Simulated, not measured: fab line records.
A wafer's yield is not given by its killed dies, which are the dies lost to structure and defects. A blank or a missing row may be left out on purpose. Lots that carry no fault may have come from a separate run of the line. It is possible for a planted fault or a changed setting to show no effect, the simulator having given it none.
Which tool is to blame?    flow rit cmos    21 wafers from 7 lots sampled at 2 of the route's 202 steps

WHAT THE GAUGES SHOWED, per wafer
RIT_NLDD_TW_MEAS_10.
lot   measured     on             NLDD_TW
L103  day 3 10:06  film metro-02  2498 2498 2497
L106  day 4 00:20  film metro-04  2481 2473 2494
L110  day 4 22:59  film metro-04  2498 2495 2476
L112  day 5 11:03  film metro-04  2489 2492 2483
L115  day 6 04:23  film metro-02  2365 2367 2367
L122  day 7 21:10  film metro-04  2486 2485 2495
L124  day 8 00:31  film metro-04  2495 2478 2486

WHICH TOOL RAN EACH LOT (tool, then ch and the chambers of the sampled wafers, then the start)
lot   RIT_NLDD_IMPLANT_08
L103  implanter-02 ch 0, day 3 09:47
L106  implanter-03 ch 0, day 4 00:03
L110  implanter-02 ch 0, day 4 22:40
L112  implanter-03 ch 0, day 5 10:44
L115  implanter-03 ch 0, day 6 04:05
L122  implanter-02 ch 0, day 7 20:50
L124  implanter-02 ch 0, day 8 00:11
- RIT_NLDD_IMPLANT_08

THE ANSWER, worked out from the rows above alone
Rule: the lots themselves supply what counts as usual. The widest of any qualifying gaps counts: lots, ordered by their means at a reading, are off when they make up no more than a third of the lots, leave a main group of 4 or more, and stand apart from it by 3 or more times the standard deviation of that group's means. A main group whose means are all the same, to the digits that the tables above print for the reading, isn't used. A lot without any number at a reading at which 4 lots or more have one is off too. All remaining lots with rows at the step are treated as sound.
Off: L115, at RIT_NLDD_TW_MEAS_10 (NLDD_TW). For the main group the mean is 2489 and the standard deviation 4.5.
If a tool, at a process step before that reading, ran all the lots that are off and no sound lot after the first of them, it fits. Those tools and the gauges at RIT_NLDD_TW_MEAS_10 are tried in the same way. 2 tools fit, implanter-03 at RIT_NLDD_IMPLANT_08 and film metro-02 at RIT_NLDD_TW_MEAS_10, so this cannot tell which one it is.

WHAT THE SIMULATOR HAD INSERTED
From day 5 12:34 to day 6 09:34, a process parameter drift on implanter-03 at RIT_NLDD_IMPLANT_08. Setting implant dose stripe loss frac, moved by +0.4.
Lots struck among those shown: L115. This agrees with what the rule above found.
